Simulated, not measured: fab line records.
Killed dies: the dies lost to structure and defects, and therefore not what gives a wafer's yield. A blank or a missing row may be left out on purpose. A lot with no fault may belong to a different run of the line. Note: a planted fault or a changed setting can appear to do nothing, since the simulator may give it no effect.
Commonality check across tools / flow rit_cmos / 14 lots and 42 wafers in the sample

## REASON IT WAS OPENED
2 of 14 lots carry a flag on the reading NLDD_OVL at RIT_NLDD_OVL_MEAS_06. Fault-free wafers read 0.1 nm, with a standard deviation of 1.5.
Rule: flag the lot when none of its wafers has a number, or when each of its wafers that has one lies beyond 4 standard deviations from that mean. The rest of the lots are taken to be sound.

lot=L453; measured=day 2 17:26; on=overlay-02; NLDD_OVL (nm), wafer by wafer=0.0 -4.9 -2.5; flag=
lot=L454; measured=day 2 22:36; on=overlay-01; NLDD_OVL (nm), wafer by wafer=-1.6 -1.4 0.7; flag=
lot=L457; measured=day 3 14:38; on=overlay-01; NLDD_OVL (nm), wafer by wafer=0.3 1.5 0.7; flag=
lot=L458; measured=day 3 18:30; on=overlay-01; NLDD_OVL (nm), wafer by wafer=-0.7 1.0 2.1; flag=
lot=L462; measured=day 4 15:47; on=overlay-01; NLDD_OVL (nm), wafer by wafer=-0.8 -0.3 0.0; flag=
lot=L463; measured=day 4 18:43; on=overlay-02; NLDD_OVL (nm), wafer by wafer=0.9 2.4 0.9; flag=
lot=L464; measured=day 5 00:16; on=overlay-01; NLDD_OVL (nm), wafer by wafer=1.1 1.0 0.2; flag=
lot=L466; measured=day 5 10:24; on=overlay-01; NLDD_OVL (nm), wafer by wafer=1.3 1.2 0.7; flag=
lot=L470; measured=day 6 07:07; on=overlay-02; NLDD_OVL (nm), wafer by wafer=-1.7 -2.5 -3.1; flag=
lot=L471; measured=day 6 11:40; on=overlay-02; NLDD_OVL (nm), wafer by wafer=-0.9 -1.4 -0.4; flag=
lot=L472; measured=day 6 16:04; on=overlay-01; NLDD_OVL (nm), wafer by wafer=-180.0 -182.3 -181.1; flag=FLAGGED
lot=L473; measured=day 6 21:50; on=overlay-01; NLDD_OVL (nm), wafer by wafer=-181.4 -183.1 -180.9; flag=FLAGGED
lot=L474; measured=day 7 03:02; on=overlay-01; NLDD_OVL (nm), wafer by wafer=-0.5 -1.1 0.0; flag=
lot=L476; measured=day 7 11:43; on=overlay-02; NLDD_OVL (nm), wafer by wafer=1.2 1.4 1.3; flag=
Averaged over the flagged lots the numbers come to -181.5 nm, -181.6 nm from the usual (-99 or more standard deviations).

## WHICH TOOL EACH LOT WENT THROUGH
The record holds 3 process steps before the reading, out of a route of 202 steps. Cell contents, in order: the tool; ch with the chambers the sampled wafers went through; the start.
lot=L453; flag=; RIT_NWELL_STRIP_09=plasma_asher-02 ch 0,1, day 1 21:08; RIT_GATE_STRIP_20=plasma_asher-04 ch 0,1, day 2 12:59; RIT_NLDD_EXPOSE_03=iline_stepper-01 ch 0, day 2 17:04
lot=L454; flag=; RIT_NWELL_STRIP_09=plasma_asher-02 ch 0,1, day 2 01:46; RIT_GATE_STRIP_20=plasma_asher-01 ch 0,1, day 2 17:48; RIT_NLDD_EXPOSE_03=iline_stepper-01 ch 0, day 2 22:14
lot=L457; flag=; RIT_NWELL_STRIP_09=plasma_asher-02 ch 1, day 2 18:23; RIT_GATE_STRIP_20=plasma_asher-02 ch 0,1, day 3 10:28; RIT_NLDD_EXPOSE_03=iline_stepper-02 ch 0, day 3 14:15
lot=L458; flag=; RIT_NWELL_STRIP_09=plasma_asher-02 ch 0,1, day 2 22:01; RIT_GATE_STRIP_20=plasma_asher-04 ch 0,1, day 3 13:59; RIT_NLDD_EXPOSE_03=iline_stepper-02 ch 0, day 3 18:06
lot=L462; flag=; RIT_NWELL_STRIP_09=plasma_asher-04 ch 0,1, day 3 18:54; RIT_GATE_STRIP_20=plasma_asher-01 ch 0,1, day 4 11:34; RIT_NLDD_EXPOSE_03=iline_stepper-01 ch 0, day 4 15:26
lot=L463; flag=; RIT_NWELL_STRIP_09=plasma_asher-01 ch 0,1, day 3 22:41; RIT_GATE_STRIP_20=plasma_asher-02 ch 0,1, day 4 14:28; RIT_NLDD_EXPOSE_03=iline_stepper-02 ch 0, day 4 18:20
lot=L464; flag=; RIT_NWELL_STRIP_09=plasma_asher-02 ch 0,1, day 4 03:40; RIT_GATE_STRIP_20=plasma_asher-01 ch 0,1, day 4 20:10; RIT_NLDD_EXPOSE_03=iline_stepper-02 ch 0, day 4 23:54
lot=L466; flag=; RIT_NWELL_STRIP_09=plasma_asher-04 ch 0,1, day 4 13:37; RIT_GATE_STRIP_20=plasma_asher-01 ch 0,1, day 5 06:02; RIT_NLDD_EXPOSE_03=iline_stepper-02 ch 0, day 5 10:00
lot=L470; flag=; RIT_NWELL_STRIP_09=plasma_asher-04 ch 0,1, day 5 11:19; RIT_GATE_STRIP_20=plasma_asher-04 ch 0,1, day 6 02:49; RIT_NLDD_EXPOSE_03=iline_stepper-01 ch 0, day 6 06:45
lot=L471; flag=; RIT_NWELL_STRIP_09=plasma_asher-01 ch 0,1, day 5 15:31; RIT_GATE_STRIP_20=plasma_asher-02 ch 0,1, day 6 07:01; RIT_NLDD_EXPOSE_03=iline_stepper-02 ch 0, day 6 11:17
lot=L472; flag=FLAGGED; RIT_NWELL_STRIP_09=plasma_asher-02 ch 0,1, day 5 19:58; RIT_GATE_STRIP_20=plasma_asher-04 ch 0,1, day 6 11:52; RIT_NLDD_EXPOSE_03=iline_stepper-01 ch 0, day 6 15:43
lot=L473; flag=FLAGGED; RIT_NWELL_STRIP_09=plasma_asher-01 ch 0,1, day 6 00:49; RIT_GATE_STRIP_20=plasma_asher-04 ch 0,1, day 6 16:28; RIT_NLDD_EXPOSE_03=iline_stepper-01 ch 0, day 6 21:27
lot=L474; flag=; RIT_NWELL_STRIP_09=plasma_asher-04 ch 0, day 6 06:14; RIT_GATE_STRIP_20=plasma_asher-04 ch 0,1, day 6 22:47; RIT_NLDD_EXPOSE_03=iline_stepper-02 ch 0, day 7 02:38
lot=L476; flag=; RIT_NWELL_STRIP_09=plasma_asher-02 ch 0,1, day 6 16:04; RIT_GATE_STRIP_20=plasma_asher-02 ch 1, day 7 07:34; RIT_NLDD_EXPOSE_03=iline_stepper-02 ch 0, day 7 11:19
What the steps here do:
- RIT_NWELL_STRIP_09: strips in O2, time 180 s.
- RIT_GATE_STRIP_20: strips in O2, time 180 s.
- RIT_NLDD_EXPOSE_03: exposes mask M7, target cd 40700 nm.
- RIT_NLDD_OVL_MEAS_06

## FLAGGED AGAINST TOTAL, ONE TOOL AT A TIME (gauges that did the reading follow at the end)
step=RIT_NWELL_STRIP_09; tool=plasma_asher-01; lots run=3; flagged=1; share of the flagged lots=some; sound lots run after its first flagged lot=0
step=RIT_NWELL_STRIP_09; tool=plasma_asher-02; lots run=7; flagged=1; share of the flagged lots=some; sound lots run after its first flagged lot=1 (L476)
step=RIT_NWELL_STRIP_09; tool=plasma_asher-04; lots run=4; flagged=0; share of the flagged lots=none; sound lots run after its first flagged lot=-
step=RIT_GATE_STRIP_20; tool=plasma_asher-01; lots run=4; flagged=0; share of the flagged lots=none; sound lots run after its first flagged lot=-
step=RIT_GATE_STRIP_20; tool=plasma_asher-02; lots run=4; flagged=0; share of the flagged lots=none; sound lots run after its first flagged lot=-
step=RIT_GATE_STRIP_20; tool=plasma_asher-04; lots run=6; flagged=2; share of the flagged lots=all; sound lots run after its first flagged lot=1 (L474)
step=RIT_NLDD_EXPOSE_03; tool=iline_stepper-01; lots run=6; flagged=2; share of the flagged lots=all; sound lots run after its first flagged lot=0
step=RIT_NLDD_EXPOSE_03; tool=iline_stepper-02; lots run=8; flagged=0; share of the flagged lots=none; sound lots run after its first flagged lot=-
step=RIT_NLDD_OVL_MEAS_06; tool=overlay-01; lots run=9; flagged=2; share of the flagged lots=all; sound lots run after its first flagged lot=1 (L474)
step=RIT_NLDD_OVL_MEAS_06; tool=overlay-02; lots run=5; flagged=0; share of the flagged lots=none; sound lots run after its first flagged lot=-

## WHAT THE TABLE PERMITS
3 rows of the table ran every flagged lot: plasma_asher-04 at RIT_GATE_STRIP_20, iline_stepper-01 at RIT_NLDD_EXPOSE_03, overlay-01 at RIT_NLDD_OVL_MEAS_06.
- plasma_asher-04 at RIT_GATE_STRIP_20: 2 of its 6 lots flagged. Sound lots ran on it after the first flagged one (L474), which a lasting fault on the whole tool wouldn't allow.
- iline_stepper-01 at RIT_NLDD_EXPOSE_03: 2 of its 6 lots flagged. Its last sound lot is L470 (day 6 06:45), its first flagged lot L472 (day 6 15:43): a fault that began between those two fits.
- overlay-01 at RIT_NLDD_OVL_MEAS_06: 2 of its 9 lots flagged. Sound lots ran on it after the first flagged one (L474), which a lasting fault on the whole tool wouldn't allow.
What remains is a single tool, iline_stepper-01 at RIT_NLDD_EXPOSE_03.

## WHAT THE SIMULATOR PUT IN
Scanner matching overlay: iline_stepper-01, from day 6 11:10 on, at RIT_NLDD_EXPOSE_03. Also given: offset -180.
Shown lots that were struck: L472, L473. Same finding as the rule above.
